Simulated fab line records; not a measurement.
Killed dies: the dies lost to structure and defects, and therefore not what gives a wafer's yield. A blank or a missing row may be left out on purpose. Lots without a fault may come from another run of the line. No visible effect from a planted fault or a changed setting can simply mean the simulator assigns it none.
Which tool is to blame? / flow berkeley cmos170 / 18 wafers from 6 lots sampled at 4 of the route's 331 steps

## WHAT THE GAUGES SHOWED, per wafer
UCB170_M2_CD_MEAS_90: the cd target is 700 nm.
lot=L281; measured=day 8 20:39; on=cd sem-01; cd nm (nm)=700.2 701.4 697.2
lot=L284; measured=day 9 10:16; on=cd sem-01; cd nm (nm)=700.2 707.8 705.1
lot=L286; measured=day 10 02:20; on=cd sem-01; cd nm (nm)=719.7 699.2 719.2
lot=L296; measured=day 11 23:41; on=cd sem-02; cd nm (nm)=703.6 702.9 701.5
lot=L300; measured=day 12 23:39; on=cd sem-01; cd nm (nm)=700.3 697.6 695.3
lot=L299; measured=day 13 05:34; on=cd sem-01; cd nm (nm)=698.9 697.5 700.6

## EACH LOT AND THE TOOL THAT RAN IT (in order: tool; ch and the chambers of the sampled wafers; start)
lot=L281; UCB170_M1_ETCH_11=rie diel-04 ch 0,1,2, day 8 13:16; UCB170_M2_METAL_ETCH_18=rie metal-02 ch 0,1, day 8 20:22; UCB170_M2_STRIP_19=plasma asher-02 ch 0, day 8 20:33
lot=L284; UCB170_M1_ETCH_11=rie diel-03 ch 1,2,3, day 9 03:31; UCB170_M2_METAL_ETCH_18=rie metal-01 ch 0,1, day 9 09:58; UCB170_M2_STRIP_19=plasma asher-01 ch 0,1, day 9 10:10
lot=L286; UCB170_M1_ETCH_11=rie diel-01 ch 1,2,3, day 9 17:34; UCB170_M2_METAL_ETCH_18=rie metal-03 ch 0,1, day 10 02:04; UCB170_M2_STRIP_19=plasma asher-02 ch 0,1, day 10 02:14
lot=L296; UCB170_M1_ETCH_11=rie diel-03 ch 1,3, day 11 13:28; UCB170_M2_METAL_ETCH_18=rie metal-01 ch 0,1, day 11 23:23; UCB170_M2_STRIP_19=plasma asher-01 ch 0,1, day 11 23:34
lot=L300; UCB170_M1_ETCH_11=rie diel-03 ch 0,2,3, day 12 16:23; UCB170_M2_METAL_ETCH_18=rie metal-02 ch 0,1, day 12 23:20; UCB170_M2_STRIP_19=plasma asher-03 ch 0,1, day 12 23:32
lot=L299; UCB170_M1_ETCH_11=rie diel-04 ch 0,3, day 12 18:02; UCB170_M2_METAL_ETCH_18=rie metal-02 ch 0,1, day 13 05:16; UCB170_M2_STRIP_19=plasma asher-03 ch 0,1, day 13 05:25
- UCB170_M1_ETCH_11: etches BARC in N2/H2.
- UCB170_M2_METAL_ETCH_18: etches Al in Cl2/BCl3, stops on SiO2, target depth 1170 nm, time 195 s.
- UCB170_M2_STRIP_19: strips in O2.

## THE ANSWER, worked out from the rows above alone
Rule: the usual values come from the lots themselves. Put in order of their means at a reading, lots are off if they are a third of the lots or fewer, leave a main group of 4 or more, and stand apart from it by a gap of 3 or more times the standard deviation of the main group's means; of several such gaps the widest counts. The tables above print the reading to a certain number of digits; a main group whose means all agree to those digits is not used. A lot without any number at a reading at which 4 lots or more have one is off too. Where the step has rows for the other lots, those lots are counted as sound.
Off: L286 (UCB170_M2_CD_MEAS_90, cd nm). The main group: mean 700.7 nm, standard deviation 2.5.
A tool fits if, at a process step before that reading, it ran every lot that is off, and no sound lot after the first of them. Gauges at UCB170_M2_CD_MEAS_90: tried the same way as those tools. Can't be told from this: 3 tools fit, rie diel-01 at UCB170_M1_ETCH_11, rie metal-03 at UCB170_M2_METAL_ETCH_18, plasma asher-02 at UCB170_M2_STRIP_19.

## WHAT HAD BEEN PUT IN BY THE SIMULATOR
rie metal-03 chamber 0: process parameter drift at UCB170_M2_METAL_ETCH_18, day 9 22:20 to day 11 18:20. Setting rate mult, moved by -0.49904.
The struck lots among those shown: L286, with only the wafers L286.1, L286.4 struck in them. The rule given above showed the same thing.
